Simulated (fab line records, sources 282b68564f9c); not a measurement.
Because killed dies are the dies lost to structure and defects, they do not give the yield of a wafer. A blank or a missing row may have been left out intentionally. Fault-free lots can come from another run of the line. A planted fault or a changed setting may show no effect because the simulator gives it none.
Code-filled problem report in 8D (eight disciplines) form	flow rit cmos	the parts of the form that need people (team, actions taken, sign-off) are left out

## 1. PROBLEM STATEMENT
killed on rim at RIT_M1_PROBE_99 reads a mean of 9.7 on 6 wafers of 2 lots; wafers without a fault read 1.9 with a standard deviation of 1.4. That puts it +5.5 standard deviations away from the usual mean.
The first sign was on wafer L359.2 at day 6 04:05, on prober-01. At this step, 6 wafers from 2 lots have a number in the record. Rule for "out", or "out of limits": more than 4 standard deviations from the usual mean. Any other wafer with a number is counted as sound.

## 2. WHAT IT IS; WHAT IT IS NOT
question	is	is not
which readings at this step	killed on rim	killed at contacts, killed open, killed short
which lots	L359, L362	-
which wafers of those lots	all that have a number	-
read on which tools	prober-01, prober-02	-
when	from day 6 04:05	up to then (0 sound wafers)

## 3. THE SUSPECTS, EACH WITH WHAT RULES IT OUT
Counting: any tool at a process step up to the reading is kept as a suspect provided that every lot that is out went through it and no sound lot did after the first of them.
- wet bench-04 at RIT_GATE_CLEAN_02 (cleans in dHF, time 30.81 s): kept. It ran every lot that is out, first L359 (day 5 00:28), and no sound lot after that.
Remaining after the count: wet bench-04 at RIT_GATE_CLEAN_02.

## 4. THE CAUSE (what the simulator had put in)
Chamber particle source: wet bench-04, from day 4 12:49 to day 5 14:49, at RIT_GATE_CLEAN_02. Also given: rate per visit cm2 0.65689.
Only this tool survived the counting.

## 5. THE EFFECT CHAIN, in route order
One row per reading whose mean, taken over the struck wafers that have a number, lies over 3 standard deviations from the usual. Scope: only readings with a usual standard deviation given in the record; hours: median across lots of the time from each lot's start at the first step in this table that gives one to its start at this step; sigmas: change in usual standard deviations.
hours	step	reading	usual	on struck wafers	change	sigmas
0	RIT_M1_PROBE_99	killed at front end	7	21	+14	+4.1
0	RIT_M1_PROBE_99	killed dies	7	21	+14	+4.1
0	RIT_M1_PROBE_99	killed on rim	1.9	9.7	+7.8	+5.5
Its process steps:
- RIT_M1_PROBE_99

## 6. HOW IT WOULD HAVE BEEN CAUGHT EARLIER
First out-of-limits reading in this record: day 6 04:05, which is 39 hours after fault onset at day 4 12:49.
The start of RIT_GATE_CLEAN_02 on wet bench-04 came by day 6 04:05 for every one of the lots that are out (2). Tool hold at that time: it would have spared none of them.
